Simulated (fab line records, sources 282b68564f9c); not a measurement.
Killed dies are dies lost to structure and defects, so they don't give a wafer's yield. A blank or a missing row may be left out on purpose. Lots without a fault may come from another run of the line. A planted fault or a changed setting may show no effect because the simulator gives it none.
Which tool did it? | flow rit_cmos | 14 lots, 42 wafers sampled, at 3 steps of a route of 202

WHAT THE GAUGES READ, wafer by wafer
RIT_ACTIVE_THK_MEAS_04. Usual: ACTIVE_NITRIDE_THK 149.3 nm, standard deviation 1.6.
lot  | measured    | on            | ACTIVE_NITRIDE_THK (nm) | flag
L255 | day 1 13:32 | film_metro-03 | 151.4 152.3 152.2       |
L256 | day 1 20:02 | film_metro-03 | 151.0 150.9 151.1       |
L257 | day 2 00:10 | film_metro-03 | 147.6 148.0 147.5       |
L258 | day 2 04:57 | film_metro-01 | 148.9 148.6 149.1       |
L262 | day 3 00:33 | film_metro-02 | 147.0 147.1 148.8       |
L265 | day 3 16:20 | film_metro-03 | 143.5 144.4 144.6       | OFF
L266 | day 3 20:40 | film_metro-03 | 143.7 143.3 143.0       | OFF
L269 | day 4 12:04 | film_metro-03 | 150.0 149.1 148.0       |
L270 | day 4 16:58 | film_metro-01 | 147.5 148.7 148.5       |
L272 | day 5 03:16 | film_metro-02 | 147.8 147.6 146.0       |
L273 | day 5 07:35 | film_metro-03 | 147.7 148.3 147.6       |
L274 | day 5 14:27 | film_metro-01 | 147.1 147.4 147.4       |
L275 | day 5 17:48 | film_metro-03 | 147.7 148.2 148.5       |
L277 | day 6 04:14 | film_metro-01 | 150.2 150.2 149.4       |

RIT_FOX2_THK_MEAS_01. Usual: FOX2_OXIDE_THK 352 nm, standard deviation 6.2.
lot  | measured    | on            | FOX2_OXIDE_THK (nm) | flag
L255 | day 1 20:31 | film_metro-03 | 357 356 361         |
L256 | day 2 01:32 | film_metro-04 | 349 350 346         |
L257 | day 2 07:19 | film_metro-01 | 358 363 360         |
L258 | day 2 10:23 | film_metro-04 | 347 349 351         |
L262 | day 3 06:37 | film_metro-04 | 342 347 349         |
L265 | day 3 22:52 | film_metro-04 | 359 360 358         |
L269 | day 4 18:18 | film_metro-04 | 355 344 355         |
L270 | day 4 23:58 | film_metro-03 | 366 363 363         |
L272 | day 5 10:27 | film_metro-01 | 348 349 348         |
L273 | day 5 15:47 | film_metro-03 | 346 346 349         |
L274 | day 5 20:26 | film_metro-04 | 350 346 348         |
L275 | day 5 23:16 | film_metro-01 | 350 346 352         |
L277 | day 6 10:04 | film_metro-01 | 364 357 361         |

WHICH TOOL RAN EACH LOT (tool, then ch and the chambers of the sampled wafers, then the start)
lot  | RIT_ACTIVE_CVD_03
L255 | lpcvd-02 ch 0, day 1 12:07
L256 | lpcvd-01 ch 1, day 1 18:36
L257 | lpcvd-02 ch 1, day 1 22:44
L258 | lpcvd-02 ch 1, day 2 03:31
L262 | lpcvd-02 ch 0, day 2 23:07
L265 | lpcvd-01 ch 1, day 3 14:53
L266 | lpcvd-01 ch 0, day 3 19:14
L269 | lpcvd-02 ch 1, day 4 10:38
L270 | lpcvd-02 ch 1, day 4 15:32
L272 | lpcvd-02 ch 1, day 5 01:50
L273 | lpcvd-02 ch 0, day 5 06:10
L274 | lpcvd-02 ch 0, day 5 13:02
L275 | lpcvd-02 ch 0, day 5 16:22
L277 | lpcvd-02 ch 0, day 6 02:07
- RIT_ACTIVE_CVD_03: deposits Si3N4 from SiH2Cl2/NH3, target thk 150 nm, time 1500 s.

WHAT THE TOOLS THEMSELVES READ (means of the sampled wafers that have a number; where no wafer has one, the mark that the record gives instead)
RIT_ACTIVE_CVD_03. Usual: susceptor_temp_C 810.1 C, standard deviation 0.39; zone_power_centre_pct 39.0 %, standard deviation 1.5.
lot  | tool     | susceptor_temp_C (C) | zone_power_centre_pct (%) | flag
L255 | lpcvd-02 | 810.4                | 40.3                      |
L256 | lpcvd-01 | 809.5                | 39.9                      |
L257 | lpcvd-02 | 810.3                | 37.8                      |
L258 | lpcvd-02 | 810.3                | 37.8                      |
L262 | lpcvd-02 | 809.4                | 40.7                      |
L265 | lpcvd-01 | 809.7                | 39.9                      |
L266 | lpcvd-01 | 810.1                | 37.4                      |
L269 | lpcvd-02 | 810.0                | 37.8                      |
L270 | lpcvd-02 | 810.0                | 37.9                      |
L272 | lpcvd-02 | 809.6                | 37.7                      |
L273 | lpcvd-02 | 810.2                | 40.8                      |
L274 | lpcvd-02 | 810.3                | 40.5                      |
L275 | lpcvd-02 | 810.4                | 40.7                      |
L277 | lpcvd-02 | 810.1                | 40.4                      |

THE ANSWER, worked out from the rows above alone
Rule: a lot is off if the mean of its wafers that have a number lies more than 3 standard deviations from the usual mean. A lot without any number at a reading at which 4 lots or more have one is off too. The other lots that the step has rows for count as sound. The gauges are gone through in route order, then the tools' own readings, and for those a lot's mean is taken as printed above. The first step at which some lot is off is used, and at that step the reading that is off furthest; a lot without a number counts as furthest.
Off: L265, L266, at RIT_ACTIVE_THK_MEAS_04 (ACTIVE_NITRIDE_THK).
A tool fits if, at a process step before that reading, it ran every lot that is off, and no sound lot after the first of them. The gauges at RIT_ACTIVE_THK_MEAS_04 are tried like those tools. One fits: lpcvd-01 at RIT_ACTIVE_CVD_03. Its last sound lot is L256 (day 1 18:36), its first lot that is off L265 (day 3 14:53): a fault that began between those two fits.

WHAT THE SIMULATOR HAD PUT IN
Process parameter drift: lpcvd-01, from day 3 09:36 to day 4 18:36, at RIT_ACTIVE_CVD_03. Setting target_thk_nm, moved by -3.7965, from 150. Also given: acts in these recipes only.
Lots struck among those shown: L265, L266. The rule above found the same.
